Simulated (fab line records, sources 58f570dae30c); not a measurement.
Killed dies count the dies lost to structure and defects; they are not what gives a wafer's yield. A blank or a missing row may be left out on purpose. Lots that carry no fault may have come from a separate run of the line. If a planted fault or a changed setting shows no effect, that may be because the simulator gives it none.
fab line records | flow berkeley-cmos170
record: lots: 14 wafers: 42 last-day: 13
route steps=331 shown NWELL@27 SDANNEAL@205 PSD@206 NSD@207 PLDD@208 NLDD@209 M3@324
lots that met no fault: taken from a fault-free run of the same line
start-h: hours from the record's opening day to when the first of the lot's shown wafers began | wait-h: hours since the lot's step before | " same as the row above | L1.1+2: one row covering several wafers at once | - no value, or no start was given | * or withheld: withheld | < > ~ a bound
route shown NAME@n: a module of which the file shows steps, and the number in the route of the first | usual: average and standard deviation across the fault-free wafers | same: alike in all rows | chamber/n: place in a boat | sites: per-site readings | _std_site: their standard deviation | _edge_site: mean of outer sites minus mean of inner sites | radius-mm: for every site, how far away it sits from the centre of the wafer | mask NAME#n: copy n | behind: the most recent tool/chamber to have shaped the wafer | hold: why the lot went on hold/how many hours it stayed there/how the hold came to an end | device: transistor that didn't switch, given as n, p or np | end of line: tests of these same wafers at the route's end | a step given without rows: its recipe and nothing more | killed: at the first sort, the dies lost to defects and structure; wafer yield is something else | map: a wafer's dies, x killed, . not, _ none there
set.NAME: the setting the step ran with; set.NAME@STEP: the setting that earlier step ran with | model.NAME: the simulator's own value behind a step, which no gauge read
one table for each step of the route and one row for each wafer, over a sample of lots
services: a tool's chamber out of use, with start hour (start-h, from the record's first day; less than 0 if before it), hours out, and reason
== steps ==
step: UCB170_NWELL_ETCH_13
recipe: chemistry: CH3F/Ar/O2 target: Si3N4 stop-on: SiO2 CH3F_flow_sccm: 20 Ar_flow_sccm: 50 O2_flow_sccm: 7 pressure-mtorr: 50 rf-w: 450 target-depth-a: 2464 over-etch-frac: 0.1 time-s: 148.9
usual: drypump-motor-current-A: 5.7/0.43 oes-product-au: 0.960/0.016 throttle-valve-pct: 8.05/0.13
same: over-etch-frac: 0.1 time-s: 148.9
columns lot.wafer tool chamber start-h wait-h drypump-motor-current-A oes-product-au rf-hours-counter-h throttle-valve-pct
L679.1 rie-diel-03 1 34.44 0.0 5.3 0.965 8 7.82
L679.2 " 0 " " 5.9 0.971 56 8.07
L679.4 " 2 " " 6.0 0.985 127 7.81
L680.2 rie-diel-02 0 44.86 0.0 5.8 0.950 4 8.06
L680.4 " 1 " " 5.7 0.970 32 8.00
L680.5 " 1 " " 5.7 0.971 - 7.99
L681.1 rie-diel-03 0 45.11 0.0 5.9 0.965 57 8.08
L681.4 " 3 " " 5.0 0.944 129 8.28
L681.5 " 2 " " 5.9 0.993 - 7.81
L682.1 rie-diel-02 2 51.67 0.0 6.2 0.930 72 8.15
L682.3 " 0 " " 5.7 0.964 4 8.04
L682.5 " 1 " " 5.7 0.963 - 7.99
L683.3 rie-diel-03 0 57.29 0.0 6.0 0.974 57 8.06
L683.4 " 1 " " 5.3 0.945 9 7.81
L683.6 " 3 " " 5.0 0.933 - 8.29
L684.3 rie-diel-04 1 57.46 0.0 6.5 0.960 28 8.03
L684.5 " 1 " " 6.5 0.962 - 8.03
L684.6 " 2 " " 5.8 0.959 - 8.13
L685.1 rie-diel-04 1 66.42 0.0 6.5 0.965 28 8.01
L685.4 " 0 " " 6.0 0.958 7 7.94
L685.6 " 0 " " 6.0 0.966 - 7.94
L687.1 rie-diel-02 3 72.00 0.0 4.8 0.978 82 8.07
L687.2 " 0 " " 5.7 0.954 5 8.07
L687.5 " 1 " " 5.7 0.963 - 7.98
L688.3 rie-diel-03 1 81.73 0.0 5.3 0.963 11 7.80
L688.4 " 2 " " 6.0 0.989 130 7.83
L688.6 " 2 " " 6.0 1.002 - 7.82
L691.3 rie-diel-02 3 97.83 0.0 4.8 0.969 83 8.09
L691.4 " 1 " " 5.7 0.970 34 7.99
L691.5 " 1 " " 5.7 0.962 - 7.99
L690.1 rie-diel-03 2 98.08 0.0 6.0 0.993 130 7.83
L690.3 " 3 " " 5.0 0.940 132 8.28
L690.6 " 1 " " 5.3 0.959 - 7.82
L692.4 rie-diel-04 1 98.17 0.1 6.5 0.966 - 8.02
L692.5 " 3 " " 5.7 0.959 - 8.20
L692.6 " 2 " " 5.9 0.962 - 8.12
L700.2 rie-diel-02 2 144.85 0.0 6.2 0.924 76 8.16
L700.3 " 1 " " 5.7 0.973 37 7.98
L700.6 " 3 " " 4.8 0.960 - 8.08
L701.1 rie-diel-04 3 145.13 0.0 5.7 0.962 131 8.19
L701.4 " 1 " " 6.5 0.969 31 8.03
L701.6 " 2 " " 5.9 0.962 - 8.11
step: UCB170_NWELL_TW_MEAS_16
usual: NWELL_TW: 1250/6.3
columns lot.wafer tool chamber start-h wait-h NWELL_TW
L679.1 film-metro-02 - 34.79 0.1 1245
L679.2 " - " " 1253
L679.4 " - " " 1254
L680.2 film-metro-02 - 45.23 0.1 1246
L680.4 " - " " 1242
L680.5 " - " " 1250
L681.1 film-metro-04 - 45.46 0.1 1253
L681.4 " - " " 1258
L681.5 " - " " 1254
L682.1 film-metro-03 - 52.17 0.1 1248
L682.3 " - " " 1250
L682.5 " - " " 1249
L683.3 film-metro-02 - 57.66 0.1 1247
L683.4 " - " " 1252
L683.6 " - " " 1250
L684.3 film-metro-03 - 57.83 0.1 1256
L684.5 " - " " 1255
L684.6 " - " " 1249
L685.1 film-metro-04 - 66.77 0.1 1245
L685.4 " - " " 1257
L685.6 " - " " 1249
L687.1 film-metro-04 - 72.35 0.1 1248
L687.2 " - " " 1255
L687.5 " - " " 1254
L688.3 film-metro-02 - 82.11 0.1 1250
L688.4 " - " " 1248
L688.6 " - " " 1249
L691.3 film-metro-02 - 98.20 0.1 1244
L691.4 " - " " 1238
L691.5 " - " " 1241
L690.1 film-metro-03 - 98.43 0.1 1245
L690.3 " - " " 1251
L690.6 " - " " 1252
L692.4 film-metro-04 - 98.50 0.1 1265
L692.5 " - " " 1271
L692.6 " - " " 1270
L700.2 film-metro-02 - 145.21 0.1 1248
L700.3 " - " " 1247
L700.6 " - " " 1245
L701.1 film-metro-03 - 145.48 0.1 1249
L701.4 " - " " 1248
L701.6 " - " " 1241
step: UCB170_SDANNEAL_RTA_01
recipe: temp-c: 1050 time-s: 5 ambient: N2
usual: lamp-power-pct: 33.4/2.1 wafer_temp_C_max: 1055.2/2
columns lot.wafer tool chamber start-h wait-h lamp-power-pct wafer_temp_C_max
L681.1 rtp-anneal-02 0 165.63 0.1 35.4 1055.5
L681.4 " 0 " " 35.3 1055.0
L681.5 " 0 " " 35.3 1055.6
L680.2 rtp-anneal-01 0 165.89 0.1 31.0 1053.5
L680.4 " 0 " " 31.1 1052.4
L680.5 " 0 " " 31.1 1053.3
L679.1 rtp-anneal-02 0 166.24 0.1 35.4 1055.9
L679.2 " 0 " " 35.3 1057.0
L679.4 " 0 " " 35.4 1057.7
L682.1 rtp-anneal-01 0 181.89 0.1 31.0 1053.4
L682.3 " 0 " " 31.1 1054.1
L682.5 " 0 " " 31.1 1053.4
L683.3 rtp-anneal-02 0 182.04 0.1 35.4 1056.8
L683.4 " 0 " " 35.4 1057.5
L683.6 " 0 " " 35.3 1055.7
L684.3 rtp-anneal-01 0 182.36 0.1 31.0 1055.0
L684.5 " 0 " " 31.1 1053.7
L684.6 " 0 " " 31.1 1053.0
L685.1 rtp-anneal-02 0 190.04 0.1 35.4 1054.5
L685.4 " 0 " " 35.4 1058.1
L685.6 " 0 " " 35.4 1059.3
L688.3 rtp-anneal-01 0 204.63 0.1 31.1 1052.3
L688.4 " 0 " " 31.1 1052.7
L688.6 " 0 " " 31.1 1053.1
L687.1 rtp-anneal-02 0 205.38 0.1 35.3 1056.0
L687.2 " 0 " " 35.4 1056.6
L687.5 " 0 " " 35.4 1057.6
L692.4 rtp-anneal-01 0 228.34 0.1 31.0 1052.3
L692.5 " 0 " " 31.0 1052.6
L692.6 " 0 " " 31.1 1053.0
L691.3 rtp-anneal-02 0 228.36 0.1 35.4 1058.4
L691.4 " 0 " " 35.4 1057.0
L691.5 " 0 " " 35.4 1059.1
L690.1 rtp-anneal-01 0 228.58 0.1 31.0 1053.2
L690.3 " 0 " " 31.0 1054.1
L690.6 " 0 " " 31.1 1053.8
L700.2 rtp-anneal-02 0 278.34 0.1 35.4 1057.6
L700.3 " 0 " " 35.4 1057.3
L700.6 " 0 " " 35.4 1056.4
L701.1 rtp-anneal-02 0 278.97 0.1 35.3 1054.5
L701.4 " 0 " " 35.3 1061.4
L701.6 " 0 " " 35.4 1058.0
step: UCB170_SDANNEAL_RS_MEAS_02
recipe: thk-meas-gauge: four-point-probe
usual: PSD_RS: 75.53/0.24
columns lot.wafer tool chamber start-h wait-h PSD_RS[ohm/sq]
L681.1 film-metro-01 - 165.68 0.0 75.73
L681.4 " - " " 75.80
L681.5 " - " " 75.61
L680.2 film-metro-03 - 165.96 0.1 75.64
L680.4 " - " " 75.22
L680.5 " - " " 75.47
L679.1 film-metro-04 - 166.30 0.0 75.63
L679.2 " - " " 75.41
L679.4 " - " " 75.51
L682.1 film-metro-04 - 181.95 0.0 75.77
L682.3 " - " " 75.46
L682.5 " - " " 75.69
L683.3 film-metro-03 - 182.12 0.1 75.95
L683.4 " - " " 75.95
L683.6 " - " " 75.96
L684.3 film-metro-01 - 182.44 0.1 75.85
L684.5 " - " " 75.61
L684.6 " - " " 75.94
L685.1 film-metro-04 - 190.10 0.0 75.56
L685.4 " - " " 75.40
L685.6 " - " " 75.42
L688.3 film-metro-03 - 204.71 0.1 75.91
L688.4 " - " " 75.42
L688.6 " - " " 75.23
L687.1 film-metro-03 - 205.44 0.0 75.80
L687.2 " - " " 75.27
L687.5 " - " " 75.64
L692.4 film-metro-04 - 228.43 0.1 56.44
L692.5 " - " " 56.65
L692.6 " - " " 56.56
L691.3 film-metro-01 - 228.44 0.1 75.87
L691.4 " - " " 76.02
L691.5 " - " " 75.67
L690.1 film-metro-03 - 228.64 0.0 56.62
L690.3 " - " " 56.48
L690.6 " - " " 56.65
L700.2 film-metro-01 - 278.41 0.1 75.23
L700.3 " - " " 75.55
L700.6 " - " " 75.77
L701.1 film-metro-03 - 279.03 0.0 75.41
L701.4 " - " " 75.58
L701.6 " - " " 75.74
step: UCB170_SDANNEAL_RS_MEAS_03
recipe: thk-meas-gauge: four-point-probe
usual: NSD_RS: 37.24/0.09
columns lot.wafer tool chamber start-h wait-h NSD_RS[ohm/sq]
L681.1 film-metro-01 - 165.80 0.1 37.18
L681.4 " - " " 37.37
L681.5 " - " " 37.24
L680.2 film-metro-03 - 166.08 0.1 37.35
L680.4 " - " " 37.26
L680.5 " - " " 37.34
L679.1 film-metro-04 - 166.42 0.1 37.25
L679.2 " - " " 37.31
L679.4 " - " " 37.22
L682.1 film-metro-04 - 182.07 0.1 37.34
L682.3 " - " " 37.31
L682.5 " - " " 37.36
L683.3 film-metro-03 - 182.24 0.1 37.22
L683.4 " - " " 37.19
L683.6 " - " " 37.25
L684.3 film-metro-01 - 182.56 0.1 37.14
L684.5 " - " " 37.20
L684.6 " - " " 37.17
L685.1 film-metro-04 - 190.22 0.1 37.28
L685.4 " - " " 37.22
L685.6 " - " " 37.24
L688.3 film-metro-03 - 204.83 0.1 37.28
L688.4 " - " " 37.41
L688.6 " - " " 37.32
L687.1 film-metro-03 - 205.56 0.1 37.30
L687.2 " - " " 37.26
L687.5 " - " " 37.27
L692.4 film-metro-04 - 228.55 0.1 31.22
L692.5 " - " " 31.32
L692.6 " - " " 31.23
L691.3 film-metro-01 - 228.56 0.1 37.28
L691.4 " - " " 37.22
L691.5 " - " " 37.23
L690.1 film-metro-03 - 228.76 0.1 31.19
L690.3 " - " " 31.30
L690.6 " - " " 31.14
L700.2 film-metro-01 - 278.53 0.1 37.21
L700.3 " - " " 37.11
L700.6 " - " " 37.27
L701.1 film-metro-03 - 279.15 0.1 37.27
L701.4 " - " " 37.21
L701.6 " - " " 37.18
step: UCB170_SDANNEAL_RS_MEAS_04
recipe: thk-meas-gauge: four-point-probe
usual: PLDD_RS: 1030.8/2.6
columns lot.wafer tool chamber start-h wait-h PLDD_RS[ohm/sq]
L681.1 film-metro-01 - 165.92 0.1 1028.1
L681.4 " - " " 1027.1
L681.5 " - " " 1027.2
L680.2 film-metro-03 - 166.20 0.1 1031.4
L680.4 " - " " 1031.1
L680.5 " - " " 1031.6
L679.1 film-metro-04 - 166.54 0.1 1027.3
L679.2 " - " " 1026.8
L679.4 " - " " 1029.7
L682.1 film-metro-04 - 182.19 0.1 1030.1
L682.3 " - " " 1032.1
L682.5 " - " " 1031.1
L683.3 film-metro-03 - 182.36 0.1 1029.7
L683.4 " - " " 1031.7
L683.6 " - " " 1027.9
L684.3 film-metro-01 - 182.68 0.1 1038.0
L684.5 " - " " 1035.9
L684.6 " - " " 1035.9
L685.1 film-metro-04 - 190.34 0.1 1032.6
L685.4 " - " " 1033.1
L685.6 " - " " 1029.7
L688.3 film-metro-03 - 204.95 0.1 1034.3
L688.4 " - " " 1034.0
L688.6 " - " " 1032.4
L687.1 film-metro-03 - 205.68 0.1 1027.4
L687.2 " - " " 1030.3
L687.5 " - " " 1025.7
L692.4 film-metro-04 - 228.67 0.1 967.6
L692.5 " - " " 967.0
L692.6 " - " " 967.5
L691.3 film-metro-01 - 228.68 0.1 1033.4
L691.4 " - " " 1030.0
L691.5 " - " " 1036.6
L690.1 film-metro-03 - 228.88 0.1 970.1
L690.3 " - " " 968.3
L690.6 " - " " 974.4
L700.2 film-metro-01 - 278.65 0.1 1028.8
L700.3 " - " " 1030.8
L700.6 " - " " 1032.6
L701.1 film-metro-03 - 279.27 0.1 1029.5
L701.4 " - " " 1029.1
L701.6 " - " " 1028.6
step: UCB170_SDANNEAL_RS_MEAS_05
recipe: thk-meas-gauge: four-point-probe
usual: NLDD_RS: 615.8/1.4
columns lot.wafer tool chamber start-h wait-h NLDD_RS[ohm/sq]
L681.1 film-metro-01 - 166.04 0.1 613.5
L681.4 " - " " 615.2
L681.5 " - " " 614.8
L680.2 film-metro-03 - 166.32 0.1 613.8
L680.4 " - " " 612.7
L680.5 " - " " 616.0
L679.1 film-metro-04 - 166.66 0.1 615.4
L679.2 " - " " 616.6
L679.4 " - " " 617.5
L682.1 film-metro-04 - 182.31 0.1 617.7
L682.3 " - " " 619.1
L682.5 " - " " 618.7
L683.3 film-metro-03 - 182.48 0.1 618.2
L683.4 " - " " 618.0
L683.6 " - " " 617.1
L684.3 film-metro-01 - 182.80 0.1 615.4
L684.5 " - " " 615.4
L684.6 " - " " 615.4
L685.1 film-metro-04 - 190.46 0.1 615.8
L685.4 " - " " 615.6
L685.6 " - " " 615.8
L688.3 film-metro-03 - 205.07 0.1 613.1
L688.4 " - " " 615.3
L688.6 " - " " 613.4
L687.1 film-metro-03 - 205.80 0.1 616.3
L687.2 " - " " 614.9
L687.5 " - " " 616.7
L692.4 film-metro-04 - 228.79 0.1 610.8
L692.5 " - " " 611.1
L692.6 " - " " 610.4
L691.3 film-metro-01 - 228.80 0.1 615.8
L691.4 " - " " 617.1
L691.5 " - " " 616.5
L690.1 film-metro-03 - 229.00 0.1 612.2
L690.3 " - " " 611.4
L690.6 " - " " 610.6
L700.2 film-metro-01 - 278.77 0.1 613.7
L700.3 " - " " 616.8
L700.6 " - " " 616.2
L701.1 film-metro-03 - 279.39 0.1 617.7
L701.4 " - " " 616.7
L701.6 " - " " 618.5
step: UCB170_M3_CD_MEAS_15
recipe: target-cd-nm: 700
usual: cd-nm: 699.5/1.2
columns lot.wafer tool chamber start-h wait-h cd-nm
L681.1 cd-sem-01 - 188.74 - 697.8
L681.4 " - " " 699.4
L681.5 " - " " 698.5
L679.1 cd-sem-01 - 190.28 - 697.3
L679.2 " - " " 698.8
L679.4 " - " " 698.1
L680.2 cd-sem-01 - 191.90 - 698.6
L680.4 " - " " 699.3
L680.5 " - " " 697.8
L682.1 cd-sem-02 - 201.53 - 700.0
L682.3 " - " " 700.7
L682.5 " - " " 699.2
L684.3 cd-sem-01 - 203.73 - 700.4
L684.5 " - " " 699.5
L684.6 " - " " 699.3
L683.3 cd-sem-01 - 205.48 - 699.0
L683.4 " - " " 700.6
L683.6 " - " " 700.6
L685.1 cd-sem-01 - 210.84 - 699.4
L685.4 " - " " 700.4
L685.6 " - " " 700.6
L688.3 cd-sem-01 - 225.71 - 698.1
L688.4 " - " " 698.8
L688.6 " - " " 699.9
L687.1 cd-sem-01 - 228.64 - 699.9
L687.2 " - " " 698.9
L687.5 " - " " 699.5
L692.4 cd-sem-02 - 247.67 - 701.9
L692.5 " - " " 700.5
L692.6 " - " " 700.8
L691.3 cd-sem-01 - 248.65 - 697.9
L691.4 " - " " 697.4
L691.5 " - " " 699.8
L690.1 cd-sem-01 - 250.53 - 701.4
L690.3 " - " " 701.0
L690.6 " - " " 699.4
L700.2 cd-sem-02 - 306.04 - 700.8
L700.3 " - " " 699.2
L700.6 " - " " 700.2
L701.1 cd-sem-01 - 306.47 - 700.5
L701.4 " - " " 699.9
L701.6 " - " " 699.4
== services ==
columns tool chamber start-h hours kind
rie-diel-04 - 51.43 2.8 pm
rie-diel-02 3 54.23 2.9 repair
rie-diel-03 0 59.22 4.7 repair
rie-diel-02 2 60.34 9.1 repair
rtp-anneal-02 - 63.03 0.9 pm
rie-diel-02 - 82.03 2.8 pm
rie-diel-03 2 85.62 6.9 repair
rie-diel-04 0 96.29 3.9 repair
rie-diel-03 - 109.96 0.9 repair
rie-diel-03 2 122.46 2.8 repair
rie-diel-03 3 137.98 8.4 repair
rie-diel-02 0 148.50 18.0 repair
rie-diel-02 - 152.78 0.6 repair
rie-diel-04 3 209.42 2.7 repair
rie-diel-03 2 223.10 16.4 repair
rie-diel-02 2 243.03 4.0 repair
rie-diel-03 3 249.35 - clean
rie-diel-03 3 249.35 17.4 scheduled-down
rie-diel-03 3 249.35 17.4 vent-cycle
rtp-anneal-01 - 253.73 4.6 pm
rie-diel-03 - 258.88 0.2 repair
rie-diel-02 2 269.27 8.1 repair
rie-diel-04 0 273.95 1.4 repair
rie-diel-04 1 274.18 3.2 repair
== key ==
first-sign: step: UCB170_SDANNEAL_RS_MEAS_02 reading: PSD_RS direction: down sigmas: 81 usual: 75.53 struck: 56.57
effect: step: UCB170_SDANNEAL_RS_MEAS_03 reading: NSD_RS direction: down sigmas: 67 usual: 37.24 struck: 31.23
effect: step: UCB170_SDANNEAL_RS_MEAS_04 reading: PLDD_RS direction: down sigmas: 24 usual: 1030.8 struck: 969.1
effect: step: UCB170_SDANNEAL_RS_MEAS_05 reading: NLDD_RS direction: down sigmas: 3.4 usual: 615.8 struck: 611.1
met-at UCB170_SDANNEAL_RTA_01
struck-lots L690,L692
tester-left-out L690,L692
not-acting-at UCB170_NWELL_ETCH_13,UCB170_NWELL_TW_MEAS_16,UCB170_M3_CD_MEAS_15
onset-between 204.63 228.34
fault: kind: process-parameter-drift tool: rtp-anneal-01 chamber: - onset-h: 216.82 steps: UCB170_SDANNEAL_RTA_01 channel: time-s offset: * shape: step end-h: 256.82 acts-in: * stated: *
tester-left-out: of these lots the tester's yield and bins aren't shown, on N5 and GAA mostly nor the transistor test; their killed dies are dies lost to structure and defects alone, not to doping, threshold or leakage, so they don't give the yield
